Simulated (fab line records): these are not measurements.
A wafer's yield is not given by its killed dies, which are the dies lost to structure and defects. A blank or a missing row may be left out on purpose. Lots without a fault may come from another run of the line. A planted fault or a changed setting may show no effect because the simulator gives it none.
The same fault as seen by 2 desks / flow berkeleyCmos170 / only its own numbers are on each desk; what lay behind them is given at the end

== TOOL OWNER'S DESK, pvdSputter-01 ==
The tool's own readings at UCB170_M1_SPUTTER_00 (material Al, target thk 600 nm, time 80 s): means of the sampled wafers that have a number, for each lot that ran on this tool. Any lot whose mean is over 4 standard deviations away from the usual mean is out of limits and marked OUT; that distance is given in the brackets.
Columns: A = throttleValvePct at UCB170_M1_SPUTTER_00, usual 29.8 %
lot=L311; first seen here=day 7 17:34; A=29.8
lot=L316; first seen here=day 8 15:44; A=30.1
lot=L319; first seen here=day 9 14:29; A=29.9
lot=L323; first seen here=day 9 22:39; A=29.7
lot=L321; first seen here=day 10 00:33; A=29.7
lot=L328; first seen here=day 11 07:53; A=29.7
Result from this desk: across the 6 lots, nothing is out of limits.

== THE METROLOGY DESK ==
What the gauges read, lot by lot, whatever tool the lot ran on: means of the sampled wafers that have a number. Any lot whose mean is over 4 standard deviations away from the usual mean is out of limits and marked OUT; that distance is given in the brackets.
Columns: A = PVT_OVL at UCB170_PVT_OVL_MEAS_06, usual 2 nm; B = M1_AL_RS at UCB170_M1_RS_MEAS_01, usual 0.0489 ohm/sq; C = M1_AL_THK at UCB170_M1_THK_MEAS_02, usual 604 nm
lot=L311; first seen here=day 6 02:46; A=6; B=0.0490; C=602
lot=L313; first seen here=day 6 22:39; A=3; B=0.0490; C=597
lot=L314; first seen here=day 6 23:20; A=10; B=0.0480; C=613
lot=L316; first seen here=day 7 02:14; A=3; B=0.0485; C=610
lot=L315; first seen here=day 7 02:30; A=-6; B=0.0491; C=600
lot=L318; first seen here=day 8 02:38; A=2; B=0.0493; C=605
lot=L319; first seen here=day 8 02:46; A=6; B=0.0489; C=600
lot=L320; first seen here=day 8 02:55; A=5; B=0.0482; C=618
lot=L323; first seen here=day 8 09:14; A=-0; B=0.0497; C=601
lot=L322; first seen here=day 8 09:31; A=4; B=0.0479; C=614
lot=L321; first seen here=day 8 09:37; A=3; B=0.0489; C=601
lot=L324; first seen here=day 8 09:52; A=-6; B=0.0478; C=618
lot=L328; first seen here=day 9 15:33; A=6; B=0.0550 (+9.6) OUT; C=552 (-5.8) OUT
Per this desk, out of limits: L328; the first was L328, day 11 07:56 (M1_AL_RS at UCB170_M1_RS_MEAS_01). L311, L313, L314, L316, L315, L318, L319, L320, L323, L322, L321, L324: within limits.

== TAKEN TOGETHER ==
L328 would have let the metrology desk raise an alarm at day 11 07:56.
The tool owner's desk saw nothing out of limits.
On record at the tool owner's desk: L328, within its limits.
UCB170_M1_SPUTTER_00 was run on pvdSputter-01 by each of the lots named.

== WHAT HAD BEEN PUT IN BY THE SIMULATOR ==
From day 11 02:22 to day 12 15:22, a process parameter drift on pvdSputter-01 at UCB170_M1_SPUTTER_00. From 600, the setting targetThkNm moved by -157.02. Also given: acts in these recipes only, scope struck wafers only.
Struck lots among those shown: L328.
Per desk, hours elapsed from the start of the fault to the first reading out of limits: for the metrology desk, 6.
